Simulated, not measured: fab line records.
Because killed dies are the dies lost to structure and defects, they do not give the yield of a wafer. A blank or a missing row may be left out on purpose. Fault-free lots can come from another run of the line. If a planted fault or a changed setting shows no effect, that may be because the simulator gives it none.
fab line records | flow berkeley-cmos170
record lots=5 | wafers=23
route steps=331 shown NWELL@15 PWELL@42 PFIELD@80 FIELD@90 SCREENOX@101 NVT@105
start-h: hours from the record's first day to the start of the lot's first wafer shown | wait-h: hours since the lot's step before | " unchanged from the row above | L1.1+2: one row covering several wafers at once | - either no value or no given start | * or withheld: withheld | < > ~ a bound
route shown NAME@n: names a module that has steps shown in the file, with the first one's number in the route | usual: mean/standard deviation taken from wafers without a fault | same: alike in all rows | chamber/n: place in a boat | sites: per-site readings | _std_site: standard deviation across them | _edge_site: the outer-site mean with the inner-site mean subtracted | radius-mm: for every site, how far away it sits from the centre of the wafer | mask NAME#n: copy n | behind: the most recent tool/chamber to have shaped the wafer | hold: reason for holding the lot/hours on hold/outcome of the hold | device: which transistor (n, p or np) failed to switch | end of line: the same wafers' tests at the end of the route | step lacking rows: just its recipe | killed: count of dies lost to structure and defects at first sort (not the wafer's yield) | map: the dies of a wafer, with x for killed, . for not killed, _ for no die there
set.NAME: the setting the step ran with; set.NAME@STEP: the setting that earlier step ran with | model.NAME: the simulator's own value behind a step, which no gauge read
lots run with intentionally changed settings; tables by step, rows by wafer
## steps
# step UCB170_NWELL_OXIDATION_01
# recipe temp-c=1000 | ambient=O2 | target-thk-a=264 | ox-time-s=1260
lot.wafer | tool       | chamber | start-h | wait-h | set.temp-c | model.SiO2_of_NWELL_OXIDATION_01.thk-nm
L074.1    | furnace-01 | 0       | 20.34   | 1.6    | 1000       | 27.14
L074.3    | "          | 0       | "       | "      | 1000       | 27.3
L074.4    | "          | 0       | "       | "      | 1000       | 27.51
L077.1    | -          | -       | -       | 5.1    | 1009       | 29.18
L077.2    | "          | -       | "       | "      | 1009       | 29.65
L077.4    | "          | -       | "       | "      | 1009       | 29.54
L077.5    | "          | -       | "       | "      | 1009       | 29.17
L077.6    | "          | -       | "       | "      | 1009       | 29.36
L081.1    | -          | -       | -       | 2.2    | 1016       | 30.56
L081.2    | "          | -       | "       | "      | 1016       | 30.55
L081.4    | "          | -       | "       | "      | 1016       | 30.77
L081.5    | "          | -       | "       | "      | 1016       | 30.86
L081.6    | "          | -       | "       | "      | 1016       | 30.36
L083.1    | -          | -       | -       | 3.9    | 1000       | 26.5
L083.2    | "          | -       | "       | "      | 1000       | 27.01
L083.4    | "          | -       | "       | "      | 1000       | 26.42
L083.5    | "          | -       | "       | "      | 1000       | 26.46
L083.6    | "          | -       | "       | "      | 1000       | 26.27
L085.1    | -          | -       | -       | 0.7    | 1010       | 28.68
L085.2    | "          | -       | "       | "      | 1010       | 28.65
L085.3    | "          | -       | "       | "      | 1010       | 28.37
L085.4    | "          | -       | "       | "      | 1010       | 28.86
L085.5    | "          | -       | "       | "      | 1010       | 28.94
# step UCB170_NWELL_THK_MEAS_02
# recipe reads=SiO2_of_NWELL_OXIDATION_01
# usual NWELL_OXIDE_THK=26.7/0.41
lot.wafer | tool          | chamber | start-h | wait-h | set.temp-c@NWELL_OXIDATION_01 | NWELL_OXIDE_THK[nm]
L074.1    | film-metro-03 | -       | 21.69   | 0.0    | 1000                          | 27.1
L074.3    | "             | -       | "       | "      | 1000                          | 27.3
L074.4    | "             | -       | "       | "      | 1000                          | 27.5
L077.1    | film-metro-04 | -       | -       | -      | 1009                          | 29.1
L077.2    | "             | -       | "       | "      | 1009                          | 29.6
L077.4    | "             | -       | "       | "      | 1009                          | 29.6
L077.5    | "             | -       | "       | "      | 1009                          | 29.1
L077.6    | "             | -       | "       | "      | 1009                          | 29.4
L081.1    | film-metro-03 | -       | -       | -      | 1016                          | 30.5
L081.2    | "             | -       | "       | "      | 1016                          | 30.6
L081.4    | "             | -       | "       | "      | 1016                          | 30.8
L081.5    | "             | -       | "       | "      | 1016                          | 30.9
L081.6    | "             | -       | "       | "      | 1016                          | 30.3
L083.1    | film-metro-03 | -       | -       | -      | 1000                          | 26.5
L083.2    | "             | -       | "       | "      | 1000                          | 27.0
L083.4    | "             | -       | "       | "      | 1000                          | 26.4
L083.5    | "             | -       | "       | "      | 1000                          | 26.4
L083.6    | "             | -       | "       | "      | 1000                          | 26.3
L085.1    | film-metro-04 | -       | -       | -      | 1010                          | 28.7
L085.2    | "             | -       | "       | "      | 1010                          | 28.6
L085.3    | "             | -       | "       | "      | 1010                          | 28.4
L085.4    | "             | -       | "       | "      | 1010                          | 28.8
L085.5    | "             | -       | "       | "      | 1010                          | 28.9
# step UCB170_PWELL_COAT_08
# recipe resist=KrF | spin-rpm=1500 | resist-thk-nm=900
lot.wafer | tool           | chamber | start-h | wait-h | set.spin-rpm | model.KrF_of_PWELL_COAT_08.thk-nm
L074.1    | litho-track-04 | 0       | 46.89   | 0.1    | 1500         | 905.6
L074.3    | "              | 0       | "       | "      | 1500         | 902
L074.4    | "              | 0       | "       | "      | 1500         | 903.5
L077.1    | litho-track-01 | 0       | 66.58   | 0.1    | 1500         | 899.8
L077.2    | "              | 0       | "       | "      | 1575         | 879
L077.4    | "              | 0       | "       | "      | 1575         | 879.7
L077.5    | "              | 0       | "       | "      | 1500         | 901.3
L077.6    | "              | 0       | "       | "      | 1575         | 878.4
L081.1    | litho-track-01 | 0       | 78.97   | 0.1    | 1500         | 899.5
L081.2    | "              | 0       | "       | "      | 1500         | 903.5
L081.4    | "              | 0       | "       | "      | 1500         | 902.7
L081.5    | "              | 0       | "       | "      | 1500         | 901.6
L081.6    | "              | 0       | "       | "      | 1500         | 899.7
L083.1    | litho-track-01 | 0       | 93.52   | 0.1    | 1420         | 926
L083.2    | "              | 0       | "       | "      | 1420         | 925.6
L083.4    | "              | 0       | "       | "      | 1500         | 898.1
L083.5    | "              | 0       | "       | "      | 1500         | 898.7
L083.6    | "              | 0       | "       | "      | 1420         | 922.5
L085.1    | litho-track-04 | 0       | 99.32   | 0.1    | 1610         | 868.8
L085.2    | "              | 0       | "       | "      | 1610         | 870.8
L085.3    | "              | 0       | "       | "      | 1610         | 871
L085.4    | "              | 0       | "       | "      | 1500         | 902.9
L085.5    | "              | 0       | "       | "      | 1500         | 900.4
# step UCB170_PWELL_DEVELOP_12
# recipe developer=TMAH | develop-time-s=45 | resist=KrF | dev-temp-c=21
lot.wafer      | tool           | chamber | start-h | wait-h | set.dev-temp-c
L074.1+3+4     | litho-track-04 | 0       | -       | -      | 21
L077.1+2+4+5+6 | litho-track-03 | 0       | -       | -      | 21
L081.1+5+6     | litho-track-01 | 0       | -       | -      | 21
L081.2+4       | "              | 0       | "       | "      | 24.01
L083.1+2+4+5+6 | litho-track-04 | 0       | -       | -      | 21
L085.1+5       | litho-track-04 | 0       | -       | -      | 21
L085.2+3+4     | "              | 0       | "       | "      | 24.32
# step UCB170_PWELL_ETCH_14
# recipe chemistry=CH3F/Ar/O2 | target=Si3N4 | stop-on=SiO2 | CH3F_flow_sccm=20 | Ar_flow_sccm=50 | O2_flow_sccm=7 | pressure-mtorr=50 | rf-w=450 | target-depth-a=2420 | over-etch-frac=0.1 | time-s=151
# step UCB170_PWELL_IMPLANT_15
# recipe species=B | dose-cm2=4.9e+12 | energy-kev=60 | tilt-deg=7
# step UCB170_PWELL_STRIP_16
# recipe chemistry=O2 | power-w=400 | pressure-mtorr=3500 | platen-temp-c=withheld | o2-flow-sccm=400 | overash-fraction=0.5
# usual strip-time-to-endpoint-s=18.08/0.091
lot.wafer | tool            | chamber | start-h | wait-h | set.spin-rpm@PWELL_COAT_08 | strip-time-to-endpoint-s
L074.1    | plasma-asher-01 | 0       | 48.03   | 0.1    | 1500                       | 18.29
L074.3    | "               | 1       | "       | "      | 1500                       | 18.21
L074.4    | "               | 0       | "       | "      | 1500                       | 18.18
L077.1    | plasma-asher-01 | 0       | 67.75   | 0.1    | 1500                       | 18.06
L077.2    | "               | 1       | "       | "      | 1575                       | 17.54
L077.4    | "               | 0       | "       | "      | 1575                       | 17.57
L077.5    | "               | 1       | "       | "      | 1500                       | 18.05
L077.6    | "               | 0       | "       | "      | 1575                       | 17.55
L081.1    | plasma-asher-04 | 1       | 79.94   | 0.1    | 1500                       | 18.10
L081.2    | "               | 0       | "       | "      | 1500                       | 18.21
L081.4    | "               | 1       | "       | "      | 1500                       | 18.17
L081.5    | "               | 1       | "       | "      | 1500                       | 18.13
L081.6    | "               | 0       | "       | "      | 1500                       | 18.10
L083.1    | plasma-asher-04 | 0       | 94.59   | 0.1    | 1420                       | 18.71
L083.2    | "               | 1       | "       | "      | 1420                       | 18.63
L083.4    | "               | 0       | "       | "      | 1500                       | 17.98
L083.5    | "               | 1       | "       | "      | 1500                       | 18.06
L083.6    | "               | 0       | "       | "      | 1420                       | 18.58
L085.1    | plasma-asher-01 | 0       | 100.30  | 0.1    | 1610                       | 17.35
L085.2    | "               | 1       | "       | "      | 1610                       | 17.34
L085.3    | "               | 0       | "       | "      | 1610                       | 17.43
L085.4    | "               | 1       | "       | "      | 1500                       | 18.21
L085.5    | "               | 1       | "       | "      | 1500                       | 18.15
# step UCB170_PFIELD_COAT_01
# recipe resist=KrF | spin-rpm=1500 | resist-thk-nm=900
lot.wafer | tool           | chamber | start-h | wait-h | set.resist-thk-nm | model.KrF_of_PFIELD_COAT_01.thk-nm
L074.1    | litho-track-04 | 0       | 75.22   | 0.1    | 900               | 901.4
L074.3    | "              | 0       | "       | "      | 900               | 901.3
L074.4    | "              | 0       | "       | "      | 900               | 903.2
L077.1    | litho-track-01 | 0       | 96.36   | 0.1    | 858.5             | 857.5
L077.2+6  | "              | 0       | "       | "      | 900               | 899.7
L077.4    | "              | 0       | "       | "      | 858.5             | 859
L077.5    | "              | 0       | "       | "      | 900               | 897.6
L081.1    | litho-track-04 | 0       | 113.36  | 0.1    | 900               | 899.3
L081.2    | "              | 0       | "       | "      | 900               | 901.5
L081.4    | "              | 0       | "       | "      | 900               | 899.5
L081.5    | "              | 0       | "       | "      | 900               | 899.4
L081.6    | "              | 0       | "       | "      | 900               | 900.3
L083.1    | litho-track-02 | 0       | 129.78  | 0.1    | 900               | 902
L083.2    | "              | 0       | "       | "      | 861               | 862.6
L083.4    | "              | 0       | "       | "      | 900               | 898.7
L083.5    | "              | 0       | "       | "      | 900               | 901.4
L083.6    | "              | 0       | "       | "      | 861               | 861.6
L085.1    | litho-track-01 | 0       | 130.02  | 0.1    | 900               | 899.5
L085.2    | "              | 0       | "       | "      | 900               | 899.2
L085.3    | "              | 0       | "       | "      | 900               | 896.3
L085.4    | "              | 0       | "       | "      | 900               | 900.1
L085.5    | "              | 0       | "       | "      | 900               | 896.6
# step UCB170_PFIELD_SOFTBAKE_02
# recipe resist=KrF | temp-c=130 | time-s=60
# step UCB170_PFIELD_EXPOSE_03
# recipe mask-id=PFIELD | na=0.5 | sigma-outer=0.6 | source-shape=conventional | target-cd-nm=1500 | dose-mj=30
# step UCB170_PFIELD_IMPLANT_07
# recipe species=B | dose-cm2=2e+13 | energy-kev=79.36 | tilt-deg=7
# step UCB170_PFIELD_STRIP_08
# recipe chemistry=O2 | power-w=400 | pressure-mtorr=3500 | platen-temp-c=withheld | o2-flow-sccm=400 | overash-fraction=0.5
# usual strip-time-to-endpoint-s=21.64/0.066
lot.wafer | tool            | chamber | start-h | wait-h | set.resist-thk-nm@PFIELD_COAT_01 | strip-time-to-endpoint-s
L074.1    | plasma-asher-02 | 1       | 76.39   | 0.1    | 900                              | 21.66
L074.3    | "               | 1       | "       | "      | 900                              | 21.67
L074.4    | "               | 0       | "       | "      | 900                              | 21.70
L077.1    | plasma-asher-04 | 0       | 97.45   | 0.1    | 858.5                            | 20.61
L077.2    | "               | 1       | "       | "      | 900                              | 21.64
L077.4    | "               | 0       | "       | "      | 858.5                            | 20.66
L077.5    | "               | 0       | "       | "      | 900                              | 21.57
L077.6    | "               | 1       | "       | "      | 900                              | 21.62
L081.1    | plasma-asher-04 | 1       | 114.24  | 0.1    | 900                              | 21.60
L081.2    | "               | 0       | "       | "      | 900                              | 21.66
L081.4    | "               | 1       | "       | "      | 900                              | 21.62
L081.5    | "               | 1       | "       | "      | 900                              | 21.62
L081.6    | "               | 0       | "       | "      | 900                              | 21.64
L083.1    | plasma-asher-04 | 1       | 130.82  | 0.1    | 900                              | 21.70
L083.2    | "               | 0       | "       | "      | 861                              | 20.73
L083.4    | "               | 0       | "       | "      | 900                              | 21.60
L083.5    | "               | 1       | "       | "      | 900                              | 21.66
L083.6    | "               | 0       | "       | "      | 861                              | 20.71
L085.1    | plasma-asher-02 | 0       | 131.10  | 0.1    | 900                              | 21.62
L085.2    | "               | 1       | "       | "      | 900                              | 21.61
L085.3    | "               | 0       | "       | "      | 900                              | 21.54
L085.4    | "               | 1       | "       | "      | 900                              | 21.64
L085.5    | "               | 0       | "       | "      | 900                              | 21.56
# step UCB170_FIELD_OXIDATION_01
# recipe temp-c=1000 | ambient=H2O | p-h2o-torr=584.62 | target-thk-a=5583 | ox-time-s=7200
lot.wafer | tool       | chamber | start-h | wait-h | set.ox-time-s | model.SiO2_of_FIELD_OXIDATION_01.thk-nm
L074.1    | furnace-01 | 0       | 79.71   | 3.1    | 7200          | 550.2
L074.3    | "          | 0       | "       | "      | 7200          | 555.8
L074.4    | "          | 0       | "       | "      | 7200          | 549.8
L077.1    | -          | -       | -       | 3.8    | 7854          | 573.2
L077.2    | "          | -       | "       | "      | 7854          | 585
L077.4    | "          | -       | "       | "      | 7854          | 578.1
L077.5    | "          | -       | "       | "      | 7854          | 593.6
L077.6    | "          | -       | "       | "      | 7854          | 576.8
L081.1    | -          | -       | -       | 3.8    | 8158          | 590.4
L081.2    | "          | -       | "       | "      | 8158          | 600.7
L081.4    | "          | -       | "       | "      | 8158          | 607.8
L081.5    | "          | -       | "       | "      | 8158          | 603.9
L081.6    | "          | -       | "       | "      | 8158          | 601.7
L083.1    | -          | -       | -       | 2.6    | 7200          | 548.9
L083.2    | "          | -       | "       | "      | 7200          | 555.7
L083.4    | "          | -       | "       | "      | 7200          | 559.1
L083.5    | "          | -       | "       | "      | 7200          | 551.2
L083.6    | "          | -       | "       | "      | 7200          | 558.7
L085.1    | -          | -       | -       | 2.3    | 6610          | 537.3
L085.2    | "          | -       | "       | "      | 6610          | 539
L085.3    | "          | -       | "       | "      | 6610          | 540.3
L085.4    | "          | -       | "       | "      | 6610          | 529.6
L085.5    | "          | -       | "       | "      | 6610          | 542.3
# step UCB170_FIELD_THK_MEAS_02
# recipe reads=SiO2_of_FIELD_OXIDATION_01
# usual FIELD_OXIDE_THK=558/8.8
lot.wafer | tool          | chamber | start-h | wait-h | set.ox-time-s@FIELD_OXIDATION_01 | FIELD_OXIDE_THK[nm]
L074.1    | film-metro-01 | -       | 82.71   | 0.0    | 7200                             | 550
L074.3    | "             | -       | "       | "      | 7200                             | 556
L074.4    | "             | -       | "       | "      | 7200                             | 550
L077.1    | film-metro-03 | -       | -       | -      | 7854                             | 573
L077.2    | "             | -       | "       | "      | 7854                             | 584
L077.4    | "             | -       | "       | "      | 7854                             | 578
L077.5    | "             | -       | "       | "      | 7854                             | 594
L077.6    | "             | -       | "       | "      | 7854                             | 576
L081.1    | film-metro-02 | -       | -       | -      | 8158                             | 590
L081.2    | "             | -       | "       | "      | 8158                             | 601
L081.4    | "             | -       | "       | "      | 8158                             | 608
L081.5    | "             | -       | "       | "      | 8158                             | 604
L081.6    | "             | -       | "       | "      | 8158                             | 602
L083.1    | film-metro-02 | -       | -       | -      | 7200                             | 549
L083.2    | "             | -       | "       | "      | 7200                             | 555
L083.4    | "             | -       | "       | "      | 7200                             | 559
L083.5    | "             | -       | "       | "      | 7200                             | 551
L083.6    | "             | -       | "       | "      | 7200                             | 558
L085.1    | film-metro-01 | -       | -       | -      | 6610                             | 538
L085.2    | "             | -       | "       | "      | 6610                             | 539
L085.3    | "             | -       | "       | "      | 6610                             | 540
L085.4    | "             | -       | "       | "      | 6610                             | 530
L085.5    | "             | -       | "       | "      | 6610                             | 543
# step UCB170_FIELD_ANNEAL_03
# recipe temp-c=1000 | time-s=1200 | ambient=N2
# step UCB170_FIELD_WET_ETCH_04
# recipe chemistry=dHF | dilution=10:1 | target=SiO2 | temp-c=25 | time-s=60
# step UCB170_FIELD_WET_ETCH_05
# recipe chemistry=H3PO4 | target=Si3N4 | temp-c=160 | time-s=12600
lot.wafer | tool         | chamber | start-h | wait-h | set.ox-time-s@FIELD_OXIDATION_01 | model.SiO2_of_FIELD_OXIDATION_01.thk-nm
L074.1    | wet-bench-02 | 1       | 86.29   | 0.2    | 7200                             | 482.5
L074.3    | "            | 1       | "       | "      | 7200                             | 488.4
L074.4    | "            | 1       | "       | "      | 7200                             | 482.1
L077.1    | wet-bench-02 | 2       | 108.69  | 0.0    | 7854                             | 506.2
L077.2    | "            | 2       | "       | "      | 7854                             | 517.9
L077.4    | "            | 2       | "       | "      | 7854                             | 511.1
L077.5    | "            | 2       | "       | "      | 7854                             | 526.5
L077.6    | "            | 2       | "       | "      | 7854                             | 509.9
L081.1    | wet-bench-02 | 3       | 125.38  | 0.0    | 8158                             | 523.7
L081.2    | "            | 3       | "       | "      | 8158                             | 534.5
L081.4    | "            | 3       | "       | "      | 8158                             | 541.4
L081.5    | "            | 3       | "       | "      | 8158                             | 537.4
L081.6    | "            | 3       | "       | "      | 8158                             | 535.2
L083.1    | wet-bench-02 | 0       | 140.00  | 0.0    | 7200                             | 482.5
L083.2    | "            | 0       | "       | "      | 7200                             | 489.1
L083.4    | "            | 0       | "       | "      | 7200                             | 492.7
L083.5    | "            | 0       | "       | "      | 7200                             | 484.6
L083.6    | "            | 0       | "       | "      | 7200                             | 492.4
L085.1    | wet-bench-02 | 0       | 140.00  | 0.0    | 6610                             | 470.2
L085.2    | "            | 0       | "       | "      | 6610                             | 472
L085.3    | "            | 0       | "       | "      | 6610                             | 473.2
L085.4    | "            | 0       | "       | "      | 6610                             | 462.6
L085.5    | "            | 0       | "       | "      | 6610                             | 475.3
# step UCB170_FIELD_WET_ETCH_06
# recipe chemistry=BOE | dilution=5:1 | target=SiO2 | temp-c=25 | time-s=22
# step UCB170_FIELD_THK_MEAS_90
# recipe reads=SiO2_of_FIELD_OXIDATION_01
# usual FIELD_OXIDE_LEFT_1_THK=441/9.3
lot.wafer | tool          | chamber | start-h | wait-h | set.ox-time-s@FIELD_OXIDATION_01 | FIELD_OXIDE_LEFT_1_THK[nm]
L074.1    | film-metro-01 | -       | 90.19   | 0.1    | 7200                             | 432
L074.3    | "             | -       | "       | "      | 7200                             | 438
L074.4    | "             | -       | "       | "      | 7200                             | 432
L077.1    | film-metro-02 | -       | 112.59  | 0.1    | 7854                             | 456
L077.2    | "             | -       | "       | "      | 7854                             | 467
L077.4    | "             | -       | "       | "      | 7854                             | 461
L077.5    | "             | -       | "       | "      | 7854                             | 477
L077.6    | "             | -       | "       | "      | 7854                             | 460
L081.1    | film-metro-02 | -       | 129.43  | 0.0    | 8158                             | 474
L081.2    | "             | -       | "       | "      | 8158                             | 485
L081.4    | "             | -       | "       | "      | 8158                             | 491
L081.5    | "             | -       | "       | "      | 8158                             | 487
L081.6    | "             | -       | "       | "      | 8158                             | 485
L083.1    | film-metro-03 | -       | 143.52  | 0.0    | 7200                             | 433
L083.2    | "             | -       | "       | "      | 7200                             | 440
L083.4    | "             | -       | "       | "      | 7200                             | 443
L083.5    | "             | -       | "       | "      | 7200                             | 435
L083.6    | "             | -       | "       | "      | 7200                             | 443
L085.1    | film-metro-02 | -       | 143.52  | 0.0    | 6610                             | 421
L085.2    | "             | -       | "       | "      | 6610                             | 423
L085.3    | "             | -       | "       | "      | 6610                             | 424
L085.4    | "             | -       | "       | "      | 6610                             | 413
L085.5    | "             | -       | "       | "      | 6610                             | 427
# step UCB170_SCREENOX_OXIDATION_01
# recipe temp-c=900 | ambient=O2 | target-thk-a=144 | ox-time-s=2400
lot.wafer | tool       | chamber | start-h | wait-h | set.temp-c | model.SiO2_of_SCREENOX_OXIDATION_01.thk-nm
L074.1    | furnace-04 | 0       | 98.78   | 3.3    | 900        | 14.82
L074.3    | "          | 0       | "       | "      | 900        | 14.65
L074.4    | "          | 0       | "       | "      | 900        | 14.55
L077.1    | -          | -       | -       | 4.6    | 921.5      | 17.8
L077.2    | "          | -       | "       | "      | 921.5      | 17.65
L077.4    | "          | -       | "       | "      | 921.5      | 17.98
L077.5    | "          | -       | "       | "      | 921.5      | 17.72
L077.6    | "          | -       | "       | "      | 921.5      | 17.66
L081.1    | -          | -       | -       | 1.8    | 889.3      | 12.93
L081.2    | "          | -       | "       | "      | 889.3      | 12.62
L081.4    | "          | -       | "       | "      | 889.3      | 12.47
L081.5+6  | "          | -       | "       | "      | 889.3      | 12.63
L083.1    | -          | -       | -       | 5.4    | 886.9      | 12.26
L083.2+4  | "          | -       | "       | "      | 886.9      | 12.33
L083.5    | "          | -       | "       | "      | 886.9      | 12.24
L083.6    | "          | -       | "       | "      | 886.9      | 12.12
L085.1    | -          | -       | -       | 5.4    | 880.3      | 11.14
L085.2    | "          | -       | "       | "      | 880.3      | 11.3
L085.3    | "          | -       | "       | "      | 880.3      | 11.52
L085.4    | "          | -       | "       | "      | 880.3      | 11.6
L085.5    | "          | -       | "       | "      | 880.3      | 11.22
# step UCB170_SCREENOX_THK_MEAS_02
# recipe reads=SiO2_of_SCREENOX_OXIDATION_01
# usual SCREENOX_OXIDE_THK=14.28/0.2
lot.wafer | tool          | chamber | start-h | wait-h | set.temp-c@SCREENOX_OXIDATION_01 | SCREENOX_OXIDE_THK[nm]
L074.1    | film-metro-04 | -       | 100.44  | 0.0    | 900                              | 14.76
L074.3    | "             | -       | "       | "      | 900                              | 14.62
L074.4    | "             | -       | "       | "      | 900                              | 14.57
L077.1    | film-metro-02 | -       | -       | -      | 921.5                            | 17.75
L077.2    | "             | -       | "       | "      | 921.5                            | 17.61
L077.4    | "             | -       | "       | "      | 921.5                            | 17.96
L077.5    | "             | -       | "       | "      | 921.5                            | 17.73
L077.6    | "             | -       | "       | "      | 921.5                            | 17.70
L081.1    | film-metro-04 | -       | -       | -      | 889.3                            | 12.86
L081.2    | "             | -       | "       | "      | 889.3                            | 12.59
L081.4    | "             | -       | "       | "      | 889.3                            | 12.45
L081.5    | "             | -       | "       | "      | 889.3                            | 12.67
L081.6    | "             | -       | "       | "      | 889.3                            | 12.61
L083.1    | film-metro-02 | -       | -       | -      | 886.9                            | 12.27
L083.2    | "             | -       | "       | "      | 886.9                            | 12.34
L083.4    | "             | -       | "       | "      | 886.9                            | 12.37
L083.5    | "             | -       | "       | "      | 886.9                            | 12.27
L083.6    | "             | -       | "       | "      | 886.9                            | 12.09
L085.1    | film-metro-01 | -       | -       | -      | 880.3                            | 11.15
L085.2    | "             | -       | "       | "      | 880.3                            | 11.30
L085.3    | "             | -       | "       | "      | 880.3                            | 11.46
L085.4    | "             | -       | "       | "      | 880.3                            | 11.58
L085.5    | "             | -       | "       | "      | 880.3                            | 11.16
# step UCB170_NVT_COAT_01
# recipe resist=KrF | spin-rpm=1500 | resist-thk-nm=900
lot.wafer | tool           | chamber | start-h | wait-h | set.spin-rpm | model.KrF_of_NVT_COAT_01.thk-nm
L074.1    | litho-track-02 | 0       | 106.05  | 0.1    | 1500         | 904.2
L074.3    | "              | 0       | "       | "      | 1500         | 901.1
L074.4    | "              | 0       | "       | "      | 1500         | 899.6
L077.1    | litho-track-02 | 0       | 127.87  | 0.1    | 1500         | 906.5
L077.2    | "              | 0       | "       | "      | 1460         | 913.8
L077.4    | "              | 0       | "       | "      | 1460         | 914.5
L077.5    | "              | 0       | "       | "      | 1500         | 904.5
L077.6    | "              | 0       | "       | "      | 1500         | 900.6
L081.1    | litho-track-04 | 0       | 141.11  | 0.1    | 1576         | 880.4
L081.2    | "              | 0       | "       | "      | 1576         | 881.8
L081.4    | "              | 0       | "       | "      | 1500         | 902.4
L081.5    | "              | 0       | "       | "      | 1576         | 877.2
L081.6    | "              | 0       | "       | "      | 1500         | 904
L083.1    | litho-track-02 | 0       | 163.65  | 0.1    | 1599         | 872.2
L083.2    | "              | 0       | "       | "      | 1500         | 899.6
L083.4    | "              | 0       | "       | "      | 1599         | 870.6
L083.5    | "              | 0       | "       | "      | 1500         | 898.3
L083.6    | "              | 0       | "       | "      | 1500         | 900.1
L085.1    | litho-track-04 | 0       | 163.65  | 0.1    | 1500         | 903.4
L085.2    | "              | 0       | "       | "      | 1500         | 903.7
L085.3    | "              | 0       | "       | "      | 1553         | 886.7
L085.4    | "              | 0       | "       | "      | 1553         | 888.6
L085.5    | "              | 0       | "       | "      | 1500         | 904.4
# step UCB170_NVT_SOFTBAKE_02
# recipe resist=KrF | temp-c=130 | time-s=60
# step UCB170_NVT_EXPOSE_03
# recipe mask-id=PWELL | target-cd-nm=3000 | na=0.5 | sigma-outer=0.6 | source-shape=conventional | dose-mj=30
# step UCB170_NVT_IMPLANT_07
# recipe species=BF2 | dose-cm2=3e+12 | energy-kev=50 | tilt-deg=7
# step UCB170_NVT_STRIP_08
# recipe chemistry=O2 | power-w=400 | pressure-mtorr=3500 | platen-temp-c=withheld | o2-flow-sccm=400 | overash-fraction=0.5
# usual strip-time-to-endpoint-s=21.65/0.059
lot.wafer | tool            | chamber | start-h | wait-h | set.spin-rpm@NVT_COAT_01 | strip-time-to-endpoint-s
L074.1    | plasma-asher-02 | 0       | 107.29  | 0.1    | 1500                     | 21.72
L074.3    | "               | 0       | "       | "      | 1500                     | 21.64
L074.4    | "               | 1       | "       | "      | 1500                     | 21.64
L077.1    | plasma-asher-02 | 1       | 129.03  | 0.1    | 1500                     | 21.77
L077.2    | "               | 0       | "       | "      | 1460                     | 21.95
L077.4    | "               | 1       | "       | "      | 1460                     | 21.96
L077.5    | "               | 1       | "       | "      | 1500                     | 21.71
L077.6    | "               | 0       | "       | "      | 1500                     | 21.63
L081.1    | plasma-asher-01 | 0       | 142.12  | 0.1    | 1576                     | 21.15
L081.2    | "               | 1       | "       | "      | 1576                     | 21.17
L081.4    | "               | 1       | "       | "      | 1500                     | 21.68
L081.5    | "               | 1       | "       | "      | 1576                     | 21.09
L081.6    | "               | 0       | "       | "      | 1500                     | 21.73
L083.1    | plasma-asher-02 | 1       | 164.77  | 0.1    | 1599                     | 20.97
L083.2    | "               | 0       | "       | "      | 1500                     | 21.62
L083.4    | "               | 0       | "       | "      | 1599                     | 20.91
L083.5    | "               | 0       | "       | "      | 1500                     | 21.61
L083.6    | "               | 1       | "       | "      | 1500                     | 21.63
L085.1    | plasma-asher-01 | 1       | 165.01  | 0.1    | 1500                     | 21.73
L085.2    | "               | 0       | "       | "      | 1500                     | 21.71
L085.3    | "               | 0       | "       | "      | 1553                     | 21.31
L085.4    | "               | 1       | "       | "      | 1553                     | 21.37
L085.5    | "               | 0       | "       | "      | 1500                     | 21.72
## key
split step=UCB170_NWELL_OXIDATION_01 | setting=temp-c | stated=1000 | by=lot
response step=UCB170_NWELL_OXIDATION_01 | reading=model.SiO2_of_NWELL_OXIDATION_01.thk-nm | change=+2.34 | per=1% | r=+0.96
response step=UCB170_NWELL_THK_MEAS_02 | reading=NWELL_OXIDE_THK | change=+2.33 | per=1% | r=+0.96
split step=UCB170_PWELL_COAT_08 | setting=spin-rpm | stated=1500 | by=wafer
response step=UCB170_PWELL_COAT_08 | reading=model.KrF_of_PWELL_COAT_08.thk-nm | change=-4.46 | per=1% | r=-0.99
response step=UCB170_PWELL_STRIP_16 | reading=strip-time-to-endpoint-s | change=* | per=1% | r=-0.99
split step=UCB170_PWELL_DEVELOP_12 | setting=dev-temp-c | stated=21 | by=wafer
response none clear
split step=UCB170_PFIELD_COAT_01 | setting=resist-thk-nm | stated=900 | by=wafer
response step=UCB170_PFIELD_COAT_01 | reading=model.KrF_of_PFIELD_COAT_01.thk-nm | change=+8.87 | per=1% | r=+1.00
response step=UCB170_PFIELD_STRIP_08 | reading=strip-time-to-endpoint-s | change=* | per=1% | r=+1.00
split step=UCB170_FIELD_OXIDATION_01 | setting=ox-time-s | stated=7200 | by=lot
response step=UCB170_FIELD_OXIDATION_01 | reading=model.SiO2_of_FIELD_OXIDATION_01.thk-nm | change=+2.93 | per=1% | r=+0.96
response step=UCB170_FIELD_THK_MEAS_02 | reading=FIELD_OXIDE_THK | change=+2.92 | per=1% | r=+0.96
response step=UCB170_FIELD_WET_ETCH_05 | reading=model.SiO2_of_FIELD_OXIDATION_01.thk-nm | change=+2.95 | per=1% | r=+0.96
response step=UCB170_FIELD_THK_MEAS_90 | reading=FIELD_OXIDE_LEFT_1_THK | change=+2.9 | per=1% | r=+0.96
split step=UCB170_SCREENOX_OXIDATION_01 | setting=temp-c | stated=900 | by=lot
response step=UCB170_SCREENOX_OXIDATION_01 | reading=model.SiO2_of_SCREENOX_OXIDATION_01.thk-nm | change=+1.42 | per=1% | r=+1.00
response step=UCB170_SCREENOX_THK_MEAS_02 | reading=SCREENOX_OXIDE_THK | change=+1.42 | per=1% | r=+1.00
split step=UCB170_NVT_COAT_01 | setting=spin-rpm | stated=1500 | by=wafer
response step=UCB170_NVT_COAT_01 | reading=model.KrF_of_NVT_COAT_01.thk-nm | change=-4.36 | per=1% | r=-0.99
response step=UCB170_NVT_STRIP_08 | reading=strip-time-to-endpoint-s | change=* | per=1% | r=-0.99
